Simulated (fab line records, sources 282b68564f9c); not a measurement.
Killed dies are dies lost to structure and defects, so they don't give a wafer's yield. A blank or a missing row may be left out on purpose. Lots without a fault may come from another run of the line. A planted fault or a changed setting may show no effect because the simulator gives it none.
A struck lot beside a sound one | flow rit_cmos | 26 steps out of a route of 202
Sound: wafers L138.3, L138.5, L138.6. Struck: wafer L145.3. (L145.1, L145.4 of the same lot were not struck and are left out.) The cause comes at the end.
At each step with rows: each side's tool, then ch and its chambers, then its first start. Under that, the readings that differ: sound wafers | struck wafers | difference of the means | sigmas: that difference in standard deviations of wafers without a fault.
alike: readings whose means differ by less than 2 such deviations, and words and numbers that are the same on both sides. not compared: withheld readings, readings that some wafer has no value for, bounds like >300 that may hide the same value, and numbers for which the record gives no deviation and whose values overlap.
The two part at a step that has a row with sigmas, a row that says differs or no value, or rows on one side only. Numbers that don't overlap but have no deviation are shown without sigmas and don't part them. A reading that every wafer of one side lacks parts them only if that side has two wafers or more.

first, 4 steps without rows for these wafers: RIT_CONTACT_SOFTBAKE_04 (time 60 s); RIT_CONTACT_EXPOSE_05 (exposes mask M11, target cd 1000 nm); RIT_CONTACT_PEB_06; RIT_CONTACT_DEVELOP_07 (develop time 120 s).
RIT_CONTACT_CD_MEAS_08: target cd 1000 nm.
  sound on cd_sem-01, day 3 21:01; struck on cd_sem-01, day 5 08:46
  alike: cd_nm
RIT_CONTACT_OVL_MEAS_09:
  sound on overlay-02, day 3 21:07; struck on overlay-02, day 5 08:53
  alike: CONTACT_OVL
then, 1 step without rows for these wafers: RIT_CONTACT_HARDBAKE_10 (time 60 s).
RIT_CONTACT_ETCH_11: etches SiO2 in CHF3/CF4/Ar, stops on TiSi2, target depth 480 nm, time 320 s.
  sound on rie_diel-03 ch 0,1,3, day 3 21:17; struck on rie_diel-02 ch 0, day 5 09:04
  reading                     | sound             | struck | difference | sigmas
  drypump_motor_current_A (A) | 6.1 5.9 5.8       | 4.9    | -1.0       | -2
  oes_product_au (a.u.)       | 0.979 1.005 1.006 | 0.956  | -0.041     | -2
  alike: throttle_valve_pct
  not compared: rf_hours_counter_h
RIT_CONTACT_STRIP_12: strips in O2, time 180 s.
  sound on plasma_asher-03 ch 0,1, day 3 21:32; struck on plasma_asher-03 ch 0, day 5 09:16
  alike: drypump_motor_current_A
  not compared: rf_hours_counter_h
RIT_CONTACT_CD_MEAS_90: target cd 1000 nm.
  sound on cd_sem-01, day 3 21:41; struck on cd_sem-02, day 5 09:26
  alike: cd_nm
then, 2 steps without rows for these wafers: RIT_CONTACT_CLEAN_13 (cleans in SC1, time 600 s); RIT_CONTACT_CLEAN_14 (cleans in SC2, time 600 s).
RIT_M1_SPUTTER_00: material Al, target thk 400 nm, time 500 s.
  sound on pvd_sputter-03, day 3 22:08; struck on pvd_sputter-03, day 5 09:55
  reading                               | sound                | struck | difference | sigmas
  cathode_dc_power_W (W)                | 1999.5 1999.7 2000.5 | 1731.4 | -268.5     | -99 or more
  model.Al_of_M1_SPUTTER_00.thk_nm (nm) | 403.8 399.7 401.7    | 355    | -47        |
  alike: throttle_valve_pct
RIT_M1_RS_MEAS_01: measures by four-point-probe.
  sound on film_metro-03, day 3 22:28; struck on film_metro-02, day 5 10:29
  reading           | sound                | struck | difference | sigmas
  M1_AL_RS (ohm/sq) | 0.0726 0.0735 0.0733 | 0.0829 | +0.0098    | +12
  not compared: hold
RIT_M1_THK_MEAS_02: measures by xrf.
  sound on film_metro-03, day 3 22:34; struck on film_metro-02, day 5 15:56
  reading        | sound       | struck | difference | sigmas
  M1_AL_THK (nm) | 402 401 402 | 354    | -48        | -10
  not compared: hold
then, 5 steps without rows for these wafers: RIT_M1_COAT_04 (resist thk 1300 nm); RIT_M1_SOFTBAKE_05 (time 60 s); RIT_M1_EXPOSE_06 (exposes mask M12, target cd 2600 nm); RIT_M1_PEB_07; RIT_M1_DEVELOP_08 (develop time 68 s).
RIT_M1_CD_MEAS_09: target cd 2600 nm.
  sound on cd_sem-02, day 3 23:40; struck on cd_sem-02, day 5 20:40
  alike: cd_nm
RIT_M1_OVL_MEAS_10:
  sound on overlay-01, day 3 23:45; struck on overlay-02, day 5 20:47
  alike: M1_OVL
then, 1 step without rows for these wafers: RIT_M1_HARDBAKE_11 (time 120 s).
RIT_M1_METAL_ETCH_12: etches Al in Cl2/BCl3, stops on SiO2, time 165 s, target depth 600 nm.
  sound on rie_metal-01 ch 0,1, day 4 00:05; struck on rie_metal-04 ch 0, day 5 21:04
  reading               | sound             | struck | difference | sigmas
  oes_product_au (a.u.) | 0.795 0.784 0.803 | 0.722  | -0.072     | -6
  alike: drypump_motor_current_A, throttle_valve_pct
  not compared: rf_hours_counter_h
then, 1 step without rows for these wafers: RIT_M1_STRIP_13 (strips in nmp, time 600 s).
RIT_M1_PROBE_99:
  sound on prober-02, day 4 02:23; struck on prober-01, day 6 05:10
  reading | sound | struck                   | difference                   | sigmas
  hold    | - - - | await_dispo/5.5h/release | no value on the sound wafers |
  alike: defect_limited_yield, killed_at_contacts, killed_at_front_end, killed_dies, killed_open, killed_short, sort_bin_3_pad_short, sort_bin_5_function, sort_bin_6_memory, sort_n_pass, sort_yield_pct

WHERE THEY PART
First at RIT_CONTACT_ETCH_11; last, within this record, at RIT_M1_PROBE_99.

WHY: what the simulator had put in
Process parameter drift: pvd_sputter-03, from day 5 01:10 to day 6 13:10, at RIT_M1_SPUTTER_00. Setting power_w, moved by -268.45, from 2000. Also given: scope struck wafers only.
